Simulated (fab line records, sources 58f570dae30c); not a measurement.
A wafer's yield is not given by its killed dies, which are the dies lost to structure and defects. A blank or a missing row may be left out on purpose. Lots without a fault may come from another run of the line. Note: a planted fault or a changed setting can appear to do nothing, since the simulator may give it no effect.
Which of the tools did it? :: flow berkeley_cmos170 :: 33 wafers from 11 lots sampled at 5 of the route's 331 steps

== WHAT EACH GAUGE READ, for each wafer ==
UCB170_NWELL_THK_MEAS_05. Usual: NWELL_NITRIDE_THK 224.3 nm, standard deviation 1.7.
lot: L157
measured: day 2 09:10
on: film_metro-03
NWELL_NITRIDE_THK (nm): 226.7 226.0 226.6
flag: 

lot: L158
measured: day 2 18:46
on: film_metro-01
NWELL_NITRIDE_THK (nm): 225.6 225.2 224.0
flag: 

lot: L160
measured: day 2 18:45
on: film_metro-02
NWELL_NITRIDE_THK (nm): 224.9 225.3 228.3
flag: 

lot: L159
measured: day 2 22:37
on: film_metro-02
NWELL_NITRIDE_THK (nm): 226.2 223.5 224.1
flag: 

lot: L161
measured: day 3 10:55
on: film_metro-02
NWELL_NITRIDE_THK (nm): 223.0 223.6 223.1
flag: 

lot: L162
measured: day 3 10:55
on: film_metro-03
NWELL_NITRIDE_THK (nm): 221.2 223.8 221.1
flag: 

lot: L163
measured: day 3 16:53
on: film_metro-02
NWELL_NITRIDE_THK (nm): 226.5 224.4 225.4
flag: 

lot: L166
measured: day 4 09:50
on: film_metro-03
NWELL_NITRIDE_THK (nm): 234.8 235.9 238.1
flag: OFF

lot: L167
measured: day 4 09:49
on: film_metro-01
NWELL_NITRIDE_THK (nm): 236.8 234.6 233.3
flag: OFF

lot: L177
measured: day 6 14:59
on: film_metro-03
NWELL_NITRIDE_THK (nm): 226.2 226.7 224.9
flag: 

lot: L180
measured: day 7 00:38
on: film_metro-03
NWELL_NITRIDE_THK (nm): 222.5 224.0 222.5
flag: 

UCB170_PWELL_TW_MEAS_17. Usual: PWELL_TW 381.1, standard deviation 1.5.
lot: L157
measured: day 3 05:21
on: film_metro-01
PWELL_TW: 381.4 381.4 381.4
flag: 

lot: L158
measured: day 3 16:48
on: film_metro-03
PWELL_TW: 382.3 383.1 381.8
flag: 

lot: L160
measured: day 3 16:41
on: film_metro-03
PWELL_TW: 381.4 384.0 381.3
flag: 

lot: L159
measured: day 3 16:59
on: film_metro-04
PWELL_TW: 379.6 382.6 381.5
flag: 

lot: L161
measured: day 4 14:13
on: film_metro-03
PWELL_TW: 379.8 380.6 379.6
flag: 

lot: L162
measured: day 4 14:32
on: film_metro-03
PWELL_TW: 382.3 383.0 381.0
flag: 

lot: L163
measured: day 4 14:31
on: film_metro-04
PWELL_TW: 381.9 381.9 382.3
flag: 

lot: L166
measured: day 5 05:33
on: film_metro-03
PWELL_TW: 380.6 381.4 379.6
flag: 

lot: L167
measured: day 5 05:16
on: film_metro-03
PWELL_TW: 380.9 380.4 378.7
flag: 

lot: L177
measured: day 7 11:43
on: film_metro-03
PWELL_TW: 381.9 382.9 381.4
flag: 

lot: L180
measured: day 7 18:34
on: film_metro-04
PWELL_TW: 383.2 381.8 379.5
flag: 

UCB170_NVT_OVL_MEAS_06. Usual: NVT_OVL 0 nm, standard deviation 4.6.
lot: L157
measured: day 6 01:05
on: overlay-02
NVT_OVL (nm): 0 10 6
flag: 

lot: L158
measured: day 6 09:44
on: overlay-01
NVT_OVL (nm): -5 -5 -9
flag: 

lot: L160
measured: day 6 09:34
on: overlay-01
NVT_OVL (nm): -6 2 0
flag: 

lot: L159
measured: day 6 09:31
on: overlay-02
NVT_OVL (nm): 1 3 10
flag: 

lot: L161
measured: day 7 08:58
on: overlay-02
NVT_OVL (nm): -2 1 -4
flag: 

lot: L162
measured: day 7 09:15
on: overlay-02
NVT_OVL (nm): -3 -2 -7
flag: 

lot: L163
measured: day 7 09:15
on: overlay-01
NVT_OVL (nm): -4 2 -10
flag: 

lot: L166
measured: day 7 17:49
on: overlay-01
NVT_OVL (nm): 5 1 -5
flag: 

lot: L167
measured: day 7 18:04
on: overlay-01
NVT_OVL (nm): 2 5 11
flag: 

lot: L177
measured: day 10 04:24
on: overlay-02
NVT_OVL (nm): 5 4 1
flag: 

lot: L180
measured: day 10 13:11
on: overlay-02
NVT_OVL (nm): -1 2 0
flag: 

== WHICH TOOL RAN EACH LOT (tool, then ch and the chambers of the sampled wafers, then the start) ==
lot: L157
UCB170_NWELL_CVD_04: lpcvd-01 ch 1, day 2 07:14
UCB170_PWELL_ETCH_14: rie_diel-01 ch 0,3, day 3 05:00

lot: L158
UCB170_NWELL_CVD_04: lpcvd-01 ch 0, day 2 16:49
UCB170_PWELL_ETCH_14: rie_diel-04 ch 1,3, day 3 16:26

lot: L160
UCB170_NWELL_CVD_04: lpcvd-01 ch 1, day 2 16:49
UCB170_PWELL_ETCH_14: rie_diel-03 ch 2,3, day 3 16:20

lot: L159
UCB170_NWELL_CVD_04: lpcvd-01 ch 1, day 2 20:40
UCB170_PWELL_ETCH_14: rie_diel-04 ch 0,1,3, day 3 16:37

lot: L161
UCB170_NWELL_CVD_04: lpcvd-02 ch 0, day 3 08:58
UCB170_PWELL_ETCH_14: rie_diel-04 ch 0,2,3, day 4 13:52

lot: L162
UCB170_NWELL_CVD_04: lpcvd-02 ch 1, day 3 08:58
UCB170_PWELL_ETCH_14: rie_diel-01 ch 0,1, day 4 14:11

lot: L163
UCB170_NWELL_CVD_04: lpcvd-02 ch 1, day 3 14:56
UCB170_PWELL_ETCH_14: rie_diel-04 ch 0,2,3, day 4 14:09

lot: L166
UCB170_NWELL_CVD_04: lpcvd-02 ch 1, day 4 07:53
UCB170_PWELL_ETCH_14: rie_diel-03 ch 0,1, day 5 05:11

lot: L167
UCB170_NWELL_CVD_04: lpcvd-02 ch 0, day 4 07:53
UCB170_PWELL_ETCH_14: rie_diel-04 ch 2,3, day 5 04:55

lot: L177
UCB170_NWELL_CVD_04: lpcvd-01 ch 1, day 6 13:02
UCB170_PWELL_ETCH_14: rie_diel-04 ch 1,2, day 7 11:20

lot: L180
UCB170_NWELL_CVD_04: lpcvd-01 ch 1, day 6 22:43
UCB170_PWELL_ETCH_14: rie_diel-01 ch 0,1,2, day 7 18:13
- UCB170_NWELL_CVD_04: deposits Si3N4 from SiH2Cl2/NH3, target thk 224 nm, time 3360 s.
- UCB170_PWELL_ETCH_14: etches Si3N4 in CH3F/Ar/O2, stops on SiO2, target depth 242 nm, time 151 s.

== AS READ BY THE TOOLS THEMSELVES (means over the sampled wafers that have a number; for cases with no such wafer, the mark the record gives instead) ==
UCB170_NWELL_CVD_04. Usual: sih2cl2_flow_sccm 25.01 sccm, standard deviation 0.081; spike_tc_source_C 819.5 C, standard deviation 1.5; zone_power_load_pct 20.1 %, standard deviation 2.4.
lot: L157
tool: lpcvd-01
sih2cl2_flow_sccm (sccm): 24.98
spike_tc_source_C (C): 820.0
zone_power_load_pct (%): 16.3
flag: 

lot: L158
tool: lpcvd-01
sih2cl2_flow_sccm (sccm): 25.10
spike_tc_source_C (C): 818.8
zone_power_load_pct (%): 20.2
flag: 

lot: L160
tool: lpcvd-01
sih2cl2_flow_sccm (sccm): 24.91
spike_tc_source_C (C): 819.9
zone_power_load_pct (%): 16.2
flag: 

lot: L159
tool: lpcvd-01
sih2cl2_flow_sccm (sccm): 24.98
spike_tc_source_C (C): 820.3
zone_power_load_pct (%): 16.3
flag: 

lot: L161
tool: lpcvd-02
sih2cl2_flow_sccm (sccm): 25.06
spike_tc_source_C (C): 820.5
zone_power_load_pct (%): 22.3
flag: 

lot: L162
tool: lpcvd-02
sih2cl2_flow_sccm (sccm): 25.01
spike_tc_source_C (C): 819.3
zone_power_load_pct (%): 22.2
flag: 

lot: L163
tool: lpcvd-02
sih2cl2_flow_sccm (sccm): 24.99
spike_tc_source_C (C): 819.3
zone_power_load_pct (%): 22.4
flag: 

lot: L166
tool: lpcvd-02
sih2cl2_flow_sccm (sccm): 30.01
spike_tc_source_C (C): 818.8
zone_power_load_pct (%): 22.4
flag: OFF

lot: L167
tool: lpcvd-02
sih2cl2_flow_sccm (sccm): 30.06
spike_tc_source_C (C): 821.3
zone_power_load_pct (%): 22.5
flag: OFF

lot: L177
tool: lpcvd-01
sih2cl2_flow_sccm (sccm): 24.97
spike_tc_source_C (C): 819.8
zone_power_load_pct (%): 16.2
flag: 

lot: L180
tool: lpcvd-01
sih2cl2_flow_sccm (sccm): 24.94
spike_tc_source_C (C): 821.1
zone_power_load_pct (%): 16.3
flag: 

UCB170_PWELL_ETCH_14. Usual: drypump_motor_current_A 5.7 A, standard deviation 0.52; oes_product_au 0.936 a.u., standard deviation 0.018; throttle_valve_pct 8.05 %, standard deviation 0.12.
lot: L157
tool: rie_diel-01
drypump_motor_current_A (A): 6.3
oes_product_au (a.u.): 0.923
throttle_valve_pct (%): 8.12
flag: 

lot: L158
tool: rie_diel-04
drypump_motor_current_A (A): 6.0
oes_product_au (a.u.): 0.935
throttle_valve_pct (%): 8.13
flag: 

lot: L160
tool: rie_diel-03
drypump_motor_current_A (A): 5.9
oes_product_au (a.u.): 0.954
throttle_valve_pct (%): 7.94
flag: 

lot: L159
tool: rie_diel-04
drypump_motor_current_A (A): 5.6
oes_product_au (a.u.): 0.942
throttle_valve_pct (%): 8.13
flag: 

lot: L161
tool: rie_diel-04
drypump_motor_current_A (A): 5.2
oes_product_au (a.u.): 0.943
throttle_valve_pct (%): 8.17
flag: 

lot: L162
tool: rie_diel-01
drypump_motor_current_A (A): 5.7
oes_product_au (a.u.): 0.940
throttle_valve_pct (%): 7.97
flag: 

lot: L163
tool: rie_diel-04
drypump_motor_current_A (A): 5.2
oes_product_au (a.u.): 0.937
throttle_valve_pct (%): 8.17
flag: 

lot: L166
tool: rie_diel-03
drypump_motor_current_A (A): 5.6
oes_product_au (a.u.): 0.937
throttle_valve_pct (%): 7.96
flag: 

lot: L167
tool: rie_diel-04
drypump_motor_current_A (A): 5.1
oes_product_au (a.u.): 0.943
throttle_valve_pct (%): 8.18
flag: 

lot: L177
tool: rie_diel-04
drypump_motor_current_A (A): 5.9
oes_product_au (a.u.): 0.944
throttle_valve_pct (%): 8.06
flag: 

lot: L180
tool: rie_diel-01
drypump_motor_current_A (A): 6.0
oes_product_au (a.u.): 0.929
throttle_valve_pct (%): 7.99
flag: 

== THE ANSWER, worked out from the rows above alone ==
Rule: take the mean of a lot's wafers that have a number; if it is more than 3 standard deviations from the usual mean, the lot is off. Also off: a lot with no number at a reading for which 4 or more lots have one. Any other lot the step has rows for is counted as sound. The gauges are gone through in route order, then the tools' own readings, and for those a lot's mean is taken as printed above. The first step at which some lot is off is used, and at that step the reading that is off furthest; a lot without a number counts as furthest.
Off: L166, L167, seen at UCB170_NWELL_THK_MEAS_05 (NWELL_NITRIDE_THK).
A tool fits if, at a process step before that reading, it ran every lot that is off, and no sound lot after the first of them. Not tried: the gauges at UCB170_NWELL_THK_MEAS_05; whatever is off there is also off at UCB170_NWELL_CVD_04, on other tools, and gauge error can't account for it. One candidate fits, namely lpcvd-02 at UCB170_NWELL_CVD_04. Its last sound lot is L163 (day 3 14:56), its first lot that is off L166 (day 4 07:53): a fault that began between those two fits.
On the lots that are off, the tool's own readings at UCB170_NWELL_CVD_04 differ by more than 5 times the standard deviation of the sound lots' means, which bears it out; sih2cl2_flow_sccm reads 30.04 sccm there versus 24.99 sccm on the sound lots.

== WHAT WAS PUT IN BY THE SIMULATOR ==
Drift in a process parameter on lpcvd-02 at UCB170_NWELL_CVD_04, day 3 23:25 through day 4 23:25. From 25, the setting sih2cl2_flow_sccm moved by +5. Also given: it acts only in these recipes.
Shown lots that were struck: L167, L166. The rule above found the same.
